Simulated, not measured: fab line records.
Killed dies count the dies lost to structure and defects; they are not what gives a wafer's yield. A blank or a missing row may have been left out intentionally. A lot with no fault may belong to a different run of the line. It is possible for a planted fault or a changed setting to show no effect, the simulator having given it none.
Chamber matching	flow berkeleyCmos170	UCB170_V2_CMP_02 on cmp-01: 4 sister chambers
The step polishes SiO2. 8 wafers are shown with their chamber, then 11 later ones without.

EACH WAFER AND ITS CHAMBER
wafer	chamber	motorCurrentA (A)	edgeZonePressureFrac
L687.2	0	16.5	1.002
L691.6	1	13.9	1.002
L693.4	3	18.6	1.002
L693.5	0	17.4	0.998
L694.2	2	16.5	0.999
L694.4	1	14.2	1.000
L694.6	3	18.6	0.995
L692.1	2	17.0	0.992

WAFERS WITHOUT THEIR CHAMBER
wafer	motorCurrentA (A)	edgeZonePressureFrac
L692.2	19.5	0.999
L692.6	14.4	0.998
L695.1	19.2	0.992
L695.2	13.8	0.995
L695.4	16.4	1.001
L697.3	17.0	1.004
L697.4	13.8	0.990
L697.6	18.7	0.998
L696.1	16.5	0.996
L696.5	14.2	1.004
L696.6	17.5	0.996

THE CHAMBER EACH PASSED THROUGH
wafer	from the rows above	in truth
L692.2	3	3
L692.6	1	1
L695.1	3	3
L695.2	1	1
L695.4	can't be placed: 0 or 2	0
L697.3	can't be placed: 0 or 2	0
L697.4	1	1
L697.6	3	3
L696.1	can't be placed: 2 or 0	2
L696.5	1	1
L696.6	can't be placed: 0 or 2 or 3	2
7 of 11 placed correctly. Can't be placed from these rows: 4 (the true chamber is among the candidates in 4). Placed wrongly: 0.
How it was worked out, from the rows above alone: a wafer's distance from a chamber is the root of the sum, over the readings, of the square of ((its reading less the chamber's mean) divided by the reading's scatter). The wafer belongs to the nearest chamber; if the next one is less than 2 further off, it can't be placed. For every chamber, the mean is computed from those of its wafers that are shown. The scatter is the square root of a quotient: the sum, over the shown wafers, of each reading's squared deviation from its chamber's mean, divided by wafers minus chambers.
